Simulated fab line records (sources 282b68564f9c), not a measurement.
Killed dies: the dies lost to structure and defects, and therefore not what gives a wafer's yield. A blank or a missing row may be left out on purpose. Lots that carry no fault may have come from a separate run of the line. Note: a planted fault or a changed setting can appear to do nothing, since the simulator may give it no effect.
fab line records	flow rit_cmos	part 1 of 2: steps 1 to 35 of 50
record lots=5	wafers=15	last_day=7
route steps=202 shown GATE@93 REOX@98 NLDD@103 PLDD@114 SPACER@125 NSD@131 PSD@142
lots with no fault: from the same line, run without faults
start_h: start of the lot's first displayed wafer, in hours after the record's first day	wait_h: time in hours since the lot's previous step	" as in the row above	L1.1+2: a single row standing in for several wafers	- no value, or no start given	* or withheld: withheld	< > ~ a bound
route shown NAME@n: a module of which the file shows steps, and the number in the route of the first	usual: the fault-free wafers' mean and standard deviation	same: alike in all rows	chamber/n: place in a boat	sites: per-site readings	_std_site: how widely they spread, as a standard deviation	_edge_site: the outer-site mean with the inner-site mean subtracted	radius_mm: for every site, how far away it sits from the centre of the wafer	mask NAME#n: copy n	behind: tool/chamber where the wafer was last shaped	hold: why the lot was held/for how many hours/how that ended	device: transistor that didn't switch, given as n, p or np	end of line: the same wafers' tests at the end of the route	a step without rows: its recipe alone	killed: count of dies lost to structure and defects at first sort (not the wafer's yield)	map: dies across one wafer; x = killed, . = not, _ = none there
set.NAME: the run value of the setting; set.NAME@STEP: its run value at that earlier step	model.NAME: the simulator's own value behind a step, which no gauge read
lots at selected steps of the route; one table per step, one row per wafer
services: the hour from which a tool's chamber was out of use, counted from the record's first day as start_h (under 0 if before that day), plus the number of hours and why
## steps
# step RIT_GATE_OVL_MEAS_17
# usual GATE_OVL=1.0/1.4
lot.wafer	tool	chamber	start_h	wait_h	GATE_OVL[nm]
L075.3	overlay-01	-	46.48	0.1	-0.4
L075.4	"	-	"	"	-0.2
L075.5	"	-	"	"	-2.1
L082.1	overlay-01	-	84.25	0.1	0.1
L082.3	"	-	"	"	2.2
L082.4	"	-	"	"	-0.2
L084.1	overlay-01	-	92.67	0.1	2.6
L084.3	"	-	"	"	2.5
L084.6	"	-	"	"	2.5
L086.2	overlay-02	-	101.26	0.1	2.4
L086.5	"	-	"	"	1.4
L086.6	"	-	"	"	2.0
L093.3	overlay-01	-	137.77	0.1	2.7
L093.5	"	-	"	"	0.2
L093.6	"	-	"	"	1.4
# step RIT_GATE_HARDBAKE_18
# recipe resist=NOVOLAK	temp_c=140	time_s=60
lot.wafer	tool	chamber	start_h	wait_h
L075.3+4+5	litho_track-03	0	46.56	0.1
L082.1+3+4	litho_track-03	0	84.40	0.2
L084.1+3+6	litho_track-03	0	92.71	0.0
L086.2+5+6	litho_track-04	0	101.32	0.0
L093.3+5+6	litho_track-04	0	137.84	0.1
# step RIT_GATE_ETCH_19
# recipe chemistry=SF6/CHF3/O2	time_s=165	SF6_flow_sccm=30	CHF3_flow_sccm=30	O2_flow_sccm=5	target=poly-Si	pressure_mtorr=40	rf_w=160	target_depth_a=3125	over_etch_frac=0.25	stop_on=SiO2
# usual drypump_motor_current_A=5.5/0.34	oes_product_au=0.851/0.017	throttle_valve_pct=10.25/0.15
lot.wafer	tool	chamber	start_h	wait_h	drypump_motor_current_A	oes_product_au	rf_hours_counter_h	throttle_valve_pct
L075.3	rie_si-02	1	46.66	0.1	5.8	0.869	101	10.31
L075.4	"	0	"	"	5.2	0.846	65	10.46
L075.5	"	1	"	"	5.8	0.863	-	10.30
L082.1	rie_si-01	0	84.55	0.1	5.2	0.842	2	10.32
L082.3	"	2	"	"	5.7	0.823	61	9.95
L082.4	"	1	"	"	5.0	0.848	117	10.38
L084.1	rie_si-01	2	92.86	0.1	5.7	0.834	61	9.95
L084.3	"	1	"	"	5.0	0.859	117	10.38
L084.6	"	1	"	"	5.0	0.853	-	10.40
L086.2	rie_si-01	3	101.44	0.1	6.0	0.836	79	10.11
L086.5	"	3	"	"	6.0	0.850	-	10.11
L086.6	"	2	"	"	5.7	0.834	-	9.96
L093.3	rie_si-01	3	137.94	0.1	6.0	0.843	80	10.11
L093.5	"	3	"	"	5.9	0.836	-	10.10
L093.6	"	2	"	"	5.7	0.833	-	9.94
# step RIT_GATE_STRIP_20
# recipe chemistry=O2	time_s=180	resist=NOVOLAK	platen_temp_c=withheld	power_w=500	pressure_mtorr=4000	o2_flow_sccm=4000
# usual drypump_motor_current_A=5.7/0.38
lot.wafer	tool	chamber	start_h	wait_h	drypump_motor_current_A	rf_hours_counter_h
L075.3	plasma_asher-04	0	46.82	0.1	5.5	-
L075.4	"	1	"	"	6.5	-
L075.5	"	0	"	"	5.5	-
L082.1	plasma_asher-01	0	84.66	0.1	5.9	45
L082.3	"	1	"	"	5.4	-
L082.4	"	0	"	"	5.9	-
L084.1	plasma_asher-03	0	92.97	0.1	5.5	29
L084.3	"	1	"	"	5.4	-
L084.6	"	1	"	"	5.4	-
L086.2	plasma_asher-03	0	101.55	0.1	5.5	30
L086.5	"	1	"	"	5.4	-
L086.6	"	0	"	"	5.5	-
L093.3	plasma_asher-01	1	138.11	0.1	5.4	-
L093.5	"	1	"	"	5.4	-
L093.6	"	0	"	"	5.9	-
# step RIT_GATE_CD_MEAS_90
# recipe target_cd_nm=150
# usual cd_nm=149.3/2.1
lot.wafer	tool	chamber	start_h	wait_h	cd_nm
L075.3	cd_sem-01	-	46.98	0.1	144.8
L075.4	"	-	"	"	145.8
L075.5	"	-	"	"	145.8
L082.1	cd_sem-02	-	84.84	0.1	147.6
L082.3	"	-	"	"	147.5
L082.4	"	-	"	"	149.1
L084.1	cd_sem-02	-	93.14	0.1	153.8
L084.3	"	-	"	"	151.4
L084.6	"	-	"	"	149.0
L086.2	cd_sem-02	-	101.77	0.2	150.2
L086.5	"	-	"	"	152.0
L086.6	"	-	"	"	150.1
L093.3	cd_sem-02	-	138.27	0.1	148.4
L093.5	"	-	"	"	148.9
L093.6	"	-	"	"	148.2
# step RIT_REOX_CLEAN_00
# recipe chemistry=SC1	mix=3:3:50	time_s=600	temp_c=75
# usual bath_heat_duty_pct=14.7/1.8
lot.wafer	tool	chamber	start_h	wait_h	bath_heat_duty_pct
L075.3	wet_bench-01	2	47.06	0.1	11.5
L075.4	"	2	"	"	13.8
L075.5	"	2	"	"	12.5
L082.1	wet_bench-01	2	84.96	0.1	12.9
L082.3	"	2	"	"	10.7
L082.4	"	2	"	"	12.5
L084.1	wet_bench-03	1	93.26	0.1	17.2
L084.3	"	1	"	"	14.5
L084.6	"	1	"	"	16.7
L086.2	wet_bench-04	1	101.87	0.1	18.6
L086.5	"	1	"	"	19.2
L086.6	"	1	"	"	17.4
L093.3	wet_bench-03	2	138.35	0.1	15.4
L093.5	"	2	"	"	14.3
L093.6	"	2	"	"	13.7
# step RIT_REOX_CLEAN_01
# recipe chemistry=dHF	dilution=50:1	time_s=30
lot.wafer	tool	chamber	start_h	wait_h
L075.3+4+5	wet_bench-03	3	47.23	0.0
L082.1+3+4	wet_bench-04	2	85.13	0.0
L084.1+3+6	wet_bench-04	3	93.44	0.0
L086.2+5+6	wet_bench-04	0	102.05	0.0
L093.3+5+6	wet_bench-01	2	138.52	0.0
# step RIT_REOX_CLEAN_02
# recipe chemistry=SC2	mix=3:3:50	time_s=600	temp_c=75	dry=n2_spin
# usual bath_heat_duty_pct=15.2/2.3
lot.wafer	tool	chamber	start_h	wait_h	bath_heat_duty_pct
L075.3	wet_bench-01	1	47.25	0.0	14.3
L075.4	"	1	"	"	14.3
L075.5	"	1	"	"	13.8
L082.1	wet_bench-01	1	85.15	0.0	12.5
L082.3	"	1	"	"	13.7
L082.4	"	1	"	"	13.9
L084.1	wet_bench-01	1	93.45	0.0	13.8
L084.3	"	1	"	"	13.8
L084.6	"	1	"	"	14.2
L086.2	wet_bench-04	1	102.06	0.0	18.5
L086.5	"	1	"	"	18.9
L086.6	"	1	"	"	19.8
L093.3	wet_bench-04	0	138.54	0.0	17.5
L093.5	"	0	"	"	18.8
L093.6	"	0	"	"	17.1
# step RIT_REOX_OXIDATION_03
# recipe temp_c=900	ambient=O2	target_thk_a=252	ox_time_s=5580
# same ox_time_s=5580
lot.wafer	tool	chamber	start_h	wait_h
L075.3+4+5	furnace-04	0	48.73	1.3
L082.1+3+4	furnace-03	0	87.16	1.8
L084.1+3+6	furnace-01	0	93.74	0.1
L086.2+5+6	furnace-01	0	103.28	1.0
L093.3+5+6	furnace-04	0	138.71	0.0
# step RIT_REOX_THK_MEAS_04
# recipe reads=SiO2_of_REOX_OXIDATION_03
# usual REOX_OXIDE_THK=25.4/0.56
lot.wafer	tool	chamber	start_h	wait_h	REOX_OXIDE_THK[nm]
L075.3	film_metro-01	-	51.30	0.0	24.6
L075.4	"	-	"	"	24.9
L075.5	"	-	"	"	24.6
L082.1	film_metro-01	-	89.71	0.0	25.0
L082.3	"	-	"	"	25.2
L082.4	"	-	"	"	25.3
L084.1	film_metro-04	-	96.29	0.0	24.9
L084.3	"	-	"	"	24.7
L084.6	"	-	"	"	25.3
L086.2	film_metro-03	-	105.84	0.0	24.8
L086.5	"	-	"	"	25.3
L086.6	"	-	"	"	24.7
L093.3	film_metro-04	-	141.28	0.0	25.5
L093.5	"	-	"	"	25.6
L093.6	"	-	"	"	25.4
# step RIT_NLDD_HMDS_00
# recipe prime_time_s=60	prime_temp_c=140
lot.wafer	tool	chamber	start_h	wait_h
L075.3+4+5	litho_track-02	0	51.62	0.3
L082.1+3+4	litho_track-03	0	89.77	0.1
L084.1+3+6	litho_track-03	0	96.35	0.1
L086.2+5+6	litho_track-02	0	105.91	0.1
L093.3+5+6	litho_track-03	0	141.43	0.1
# step RIT_NLDD_COAT_01
# recipe resist=NOVOLAK	spin_rpm=3250	resist_thk_nm=1000
lot.wafer	tool	chamber	start_h	wait_h
L075.3+4+5	litho_track-02	0	51.77	0.1
L082.1+3+4	litho_track-03	0	89.92	0.1
L084.1+3+6	litho_track-03	0	96.50	0.1
L086.2+5+6	litho_track-02	0	106.06	0.1
L093.3+5+6	litho_track-03	0	141.58	0.1
# step RIT_NLDD_SOFTBAKE_02
# recipe resist=NOVOLAK	temp_c=90	time_s=60
lot.wafer	tool	chamber	start_h	wait_h
L075.3+4+5	litho_track-02	0	51.92	0.1
L082.1+3+4	litho_track-03	0	90.07	0.1
L084.1+3+6	litho_track-03	0	96.65	0.1
L086.2+5+6	litho_track-02	0	106.21	0.1
L093.3+5+6	litho_track-03	0	141.73	0.1
# step RIT_NLDD_EXPOSE_03
# recipe mask_id=M7	na=0.57	target_cd_nm=40700	dose_mj=250
lot.wafer	tool	chamber	start_h	wait_h	mask
L075.3+4+5	iline_stepper-02	0	52.06	0.1	M7#0
L082.1+3+4	iline_stepper-01	0	90.35	0.2	M7#0
L084.1+3+6	iline_stepper-01	0	96.92	0.2	M7#0
L086.2+5+6	iline_stepper-02	0	106.48	0.2	M7#0
L093.3+5+6	iline_stepper-02	0	142.00	0.2	M7#0
# step RIT_NLDD_PEB_04
# recipe resist=NOVOLAK	temp_c=withheld	time_s=withheld
lot.wafer	tool	chamber	start_h	wait_h
L075.3+4+5	litho_track-02	0	52.18	0.1
L082.1+3+4	litho_track-02	0	90.47	0.1
L084.1+3+6	litho_track-03	0	97.04	0.1
L086.2+5+6	litho_track-02	0	106.61	0.1
L093.3+5+6	litho_track-02	0	142.12	0.1
# step RIT_NLDD_DEVELOP_05
# recipe resist=NOVOLAK	develop_time_s=50	dev_temp_c=23
lot.wafer	tool	chamber	start_h	wait_h
L075.3+4+5	litho_track-02	0	-	-
L082.1+3+4	litho_track-02	0	-	-
L084.1+3+6	litho_track-03	0	-	-
L086.2+5+6	litho_track-02	0	-	-
L093.3+5+6	litho_track-02	0	-	-
# step RIT_NLDD_OVL_MEAS_06
# usual NLDD_OVL=0.1/1.2
lot.wafer	tool	chamber	start_h	wait_h	NLDD_OVL[nm]
L075.3	overlay-01	-	52.43	-	0.7
L075.4	"	-	"	"	2.1
L075.5	"	-	"	"	1.5
L082.1	overlay-01	-	90.75	-	-1.0
L082.3	"	-	"	"	0.1
L082.4	"	-	"	"	-0.2
L084.1	overlay-01	-	97.32	-	-1.4
L084.3	"	-	"	"	0.3
L084.6	"	-	"	"	-1.5
L086.2	overlay-01	-	106.87	-	-0.3
L086.5	"	-	"	"	-0.3
L086.6	"	-	"	"	0.9
L093.3	overlay-01	-	142.37	-	-0.4
L093.5	"	-	"	"	0.4
L093.6	"	-	"	"	1.0
# step RIT_NLDD_HARDBAKE_07
# recipe resist=NOVOLAK	temp_c=140	time_s=60
lot.wafer	tool	chamber	start_h	wait_h
L075.3+4+5	litho_track-03	0	52.50	0.1
L082.1+3+4	litho_track-01	0	90.79	0.0
L084.1+3+6	litho_track-03	0	97.36	0.0
L086.2+5+6	litho_track-01	0	106.93	0.0
L093.3+5+6	litho_track-01	0	142.44	0.1
# step RIT_NLDD_IMPLANT_08
# recipe species=P	energy_kev=20	dose_cm2=5e+14	tilt_deg=7
lot.wafer	tool	chamber	start_h	wait_h
L075.3+4+5	implanter-01	0	52.65	0.1
L082.1+3+4	implanter-04	0	90.94	0.1
L084.1+3+6	implanter-04	0	97.51	0.1
L086.2+5+6	implanter-02	0	107.08	0.1
L093.3+5+6	implanter-01	0	142.59	0.1
# step RIT_NLDD_STRIP_09
# recipe chemistry=O2	time_s=180	resist=NOVOLAK	platen_temp_c=withheld	power_w=500	pressure_mtorr=4000	o2_flow_sccm=4000
# usual drypump_motor_current_A=5.6/0.3
lot.wafer	tool	chamber	start_h	wait_h	drypump_motor_current_A	rf_hours_counter_h
L075.3	plasma_asher-02	1	52.81	0.1	5.8	-
L075.4	"	0	"	"	5.6	-
L075.5	"	1	"	"	5.8	-
L082.1	plasma_asher-03	0	91.09	0.1	5.5	29
L082.3	"	0	"	"	5.5	-
L082.4	"	1	"	"	5.4	-
L084.1	plasma_asher-03	0	97.66	0.1	5.5	30
L084.3	"	1	"	"	5.4	-
L084.6	"	1	"	"	5.4	-
L086.2	plasma_asher-02	0	107.20	0.1	5.6	49
L086.5	"	0	"	"	5.6	-
L086.6	"	1	"	"	5.7	-
L093.3	plasma_asher-02	1	142.75	0.1	5.8	-
L093.5	"	0	"	"	5.6	-
L093.6	"	1	"	"	5.8	-
# step RIT_NLDD_TW_MEAS_10
# usual NLDD_TW=2483/16
lot.wafer	tool	chamber	start_h	wait_h	NLDD_TW
L075.3	film_metro-04	-	52.95	0.1	2484
L075.4	"	-	"	"	2475
L075.5	"	-	"	"	2475
L082.1	film_metro-01	-	91.26	0.1	2499
L082.3	"	-	"	"	2490
L082.4	"	-	"	"	2488
L084.1	film_metro-04	-	97.83	0.1	2463
L084.3	"	-	"	"	2473
L084.6	"	-	"	"	2480
L086.2	film_metro-01	-	107.39	0.1	2483
L086.5	"	-	"	"	2492
L086.6	"	-	"	"	2471
L093.3	film_metro-01	-	142.89	0.1	2483
L093.5	"	-	"	"	2492
L093.6	"	-	"	"	2491
# step RIT_PLDD_HMDS_00
# recipe prime_time_s=60	prime_temp_c=140
lot.wafer	tool	chamber	start_h	wait_h
L075.3+4+5	litho_track-02	0	53.04	0.1
L082.1+3+4	litho_track-04	0	91.32	0.1
L084.1+3+6	litho_track-04	0	97.89	0.1
L086.2+5+6	litho_track-04	0	107.46	0.1
L093.3+5+6	litho_track-03	0	142.98	0.1
# step RIT_PLDD_COAT_01
# recipe resist=NOVOLAK	spin_rpm=3250	resist_thk_nm=1000
lot.wafer	tool	chamber	start_h	wait_h
L075.3+4+5	litho_track-02	0	53.19	0.1
L082.1+3+4	litho_track-04	0	91.47	0.1
L084.1+3+6	litho_track-04	0	98.04	0.1
L086.2+5+6	litho_track-04	0	107.61	0.1
L093.3+5+6	litho_track-03	0	143.13	0.1
# step RIT_PLDD_SOFTBAKE_02
# recipe resist=NOVOLAK	temp_c=90	time_s=60
lot.wafer	tool	chamber	start_h	wait_h
L075.3+4+5	litho_track-02	0	53.34	0.1
L082.1+3+4	litho_track-04	0	91.62	0.1
L084.1+3+6	litho_track-04	0	98.19	0.1
L086.2+5+6	litho_track-04	0	107.76	0.1
L093.3+5+6	litho_track-03	0	143.28	0.1
# step RIT_PLDD_EXPOSE_03
# recipe mask_id=M8	na=0.57	target_cd_nm=40900	dose_mj=250
lot.wafer	tool	chamber	start_h	wait_h	mask
L075.3+4+5	iline_stepper-01	0	53.60	0.2	M8#0
L082.1+3+4	iline_stepper-02	0	91.77	0.1	M8#0
L084.1+3+6	iline_stepper-01	0	98.47	0.2	M8#0
L086.2+5+6	iline_stepper-01	0	108.03	0.2	M8#0
L093.3+5+6	iline_stepper-01	0	143.54	0.2	M8#0
# step RIT_PLDD_PEB_04
# recipe resist=NOVOLAK	temp_c=withheld	time_s=withheld
lot.wafer	tool	chamber	start_h	wait_h
L075.3+4+5	litho_track-02	0	53.73	0.1
L082.1+3+4	litho_track-04	0	91.89	0.1
L084.1+3+6	litho_track-04	0	98.79	0.3
L086.2+5+6	litho_track-04	0	108.15	0.1
L093.3+5+6	litho_track-03	0	143.67	0.1
# step RIT_PLDD_DEVELOP_05
# recipe resist=NOVOLAK	develop_time_s=50	dev_temp_c=23
lot.wafer	tool	chamber	start_h	wait_h
L075.3+4+5	litho_track-02	0	-	-
L082.1+3+4	litho_track-04	0	-	-
L084.1+3+6	litho_track-04	0	-	-
L086.2+5+6	litho_track-04	0	-	-
L093.3+5+6	litho_track-03	0	-	-
# step RIT_PLDD_OVL_MEAS_06
# usual PLDD_OVL=0.8/1.3
lot.wafer	tool	chamber	start_h	wait_h	PLDD_OVL[nm]
L075.3	overlay-01	-	53.98	-	0.0
L075.4	"	-	"	"	2.1
L075.5	"	-	"	"	1.0
L082.1	overlay-02	-	92.17	-	0.3
L082.3	"	-	"	"	0.3
L082.4	"	-	"	"	-0.1
L084.1	overlay-02	-	99.08	-	1.2
L084.3	"	-	"	"	1.5
L084.6	"	-	"	"	0.0
L086.2	overlay-02	-	108.42	-	1.3
L086.5	"	-	"	"	1.7
L086.6	"	-	"	"	1.8
L093.3	overlay-02	-	143.92	-	-0.2
L093.5	"	-	"	"	-0.3
L093.6	"	-	"	"	0.3
# step RIT_PLDD_HARDBAKE_07
# recipe resist=NOVOLAK	temp_c=140	time_s=60
lot.wafer	tool	chamber	start_h	wait_h
L075.3+4+5	litho_track-02	0	54.05	0.1
L082.1+3+4	litho_track-03	0	92.21	0.0
L084.1+3+6	litho_track-02	0	99.11	0.0
L086.2+5+6	litho_track-04	0	108.47	0.0
L093.3+5+6	litho_track-02	0	143.99	0.1
# step RIT_PLDD_IMPLANT_08
# recipe species=BF2	energy_kev=20	dose_cm2=9e+14	tilt_deg=7
lot.wafer	tool	chamber	start_h	wait_h
L075.3+4+5	implanter-03	0	54.20	0.1
L082.1+3+4	implanter-03	0	92.36	0.1
L084.1+3+6	implanter-03	0	99.26	0.1
L086.2+5+6	implanter-01	0	108.62	0.1
L093.3+5+6	implanter-03	0	144.14	0.1
# step RIT_PLDD_STRIP_09
# recipe chemistry=O2	time_s=180	resist=NOVOLAK	platen_temp_c=withheld	power_w=500	pressure_mtorr=4000	o2_flow_sccm=4000
# usual drypump_motor_current_A=5.61/0.19
lot.wafer	tool	chamber	start_h	wait_h	drypump_motor_current_A	rf_hours_counter_h
L075.3	plasma_asher-03	1	54.36	0.1	5.39	-
L075.4	"	0	"	"	5.48	-
L075.5	"	0	"	"	5.49	-
L082.1	plasma_asher-01	0	92.51	0.1	5.90	46
L082.3	"	1	"	"	5.44	-
L082.4	"	0	"	"	5.90	-
L084.1	plasma_asher-02	0	99.41	0.1	5.64	48
L084.3	"	1	"	"	5.74	-
L084.6	"	1	"	"	5.75	-
L086.2	plasma_asher-02	1	108.75	0.1	5.74	49
L086.5	"	1	"	"	5.73	-
L086.6	"	0	"	"	5.63	-
L093.3	plasma_asher-03	1	144.30	0.1	5.40	-
L093.5	"	0	"	"	5.53	-
L093.6	"	1	"	"	5.39	-
# step RIT_PLDD_TW_MEAS_10
# usual PLDD_TW=2346/15
lot.wafer	tool	chamber	start_h	wait_h	PLDD_TW
L075.3	film_metro-04	-	54.49	0.1	2338
L075.4	"	-	"	"	2346
L075.5	"	-	"	"	2344
L082.1	film_metro-02	-	92.68	0.1	2384
L082.3	"	-	"	"	2380
L082.4	"	-	"	"	2352
L084.1	film_metro-01	-	99.59	0.1	2351
L084.3	"	-	"	"	2347
L084.6	"	-	"	"	2355
L086.2	film_metro-04	-	108.93	0.1	2333
L086.5	"	-	"	"	2318
L086.6	"	-	"	"	2319
L093.3	film_metro-01	-	144.43	0.1	2349
L093.5	"	-	"	"	2344
L093.6	"	-	"	"	2359
# step RIT_SPACER_CLEAN_00
# recipe chemistry=SC1	mix=3:3:50	time_s=600	temp_c=75
# usual bath_heat_duty_pct=15.0/2
lot.wafer	tool	chamber	start_h	wait_h	bath_heat_duty_pct
L075.3	wet_bench-04	1	54.53	0.0	18.6
L075.4	"	1	"	"	18.0
L075.5	"	1	"	"	19.1
L082.1	wet_bench-04	2	92.74	0.1	16.6
L082.3	"	2	"	"	14.3
L082.4	"	2	"	"	14.8
L084.1	wet_bench-04	1	99.65	0.1	18.2
L084.3	"	1	"	"	17.7
L084.6	"	1	"	"	18.3
L086.2	wet_bench-01	2	108.98	0.0	13.4
L086.5	"	2	"	"	12.6
L086.6	"	2	"	"	12.1
L093.3	wet_bench-04	0	144.47	0.0	16.3
L093.5	"	0	"	"	16.8
L093.6	"	0	"	"	18.0
# step RIT_SPACER_CLEAN_01
# recipe chemistry=dHF	dilution=50:1	time_s=30
lot.wafer	tool	chamber	start_h	wait_h
L075.3+4+5	wet_bench-01	0	54.72	0.0
L082.1+3+4	wet_bench-01	1	92.92	0.0
L084.1+3+6	wet_bench-01	2	99.82	0.0
L086.2+5+6	wet_bench-04	3	109.16	0.0
L093.3+5+6	wet_bench-01	1	144.65	0.0
# step RIT_SPACER_CLEAN_02
# recipe chemistry=SC2	mix=3:3:50	time_s=600	temp_c=75	dry=n2_spin
# usual bath_heat_duty_pct=15.1/1.9
lot.wafer	tool	chamber	start_h	wait_h	bath_heat_duty_pct
L075.3	wet_bench-02	2	54.74	0.0	14.1
L075.4	"	2	"	"	15.8
L075.5	"	2	"	"	14.8
L082.1	wet_bench-02	3	92.93	0.0	13.0
L082.3	"	3	"	"	14.5
L082.4	"	3	"	"	13.4
L084.1	wet_bench-02	1	99.84	0.0	15.4
L084.3	"	1	"	"	16.3
L084.6	"	1	"	"	15.0
L086.2	wet_bench-02	0	109.17	0.0	13.5
L086.5	"	0	"	"	12.7
L086.6	"	0	"	"	13.6
L093.3	wet_bench-04	0	144.67	0.0	16.8
L093.5	"	0	"	"	17.2
L093.6	"	0	"	"	18.2
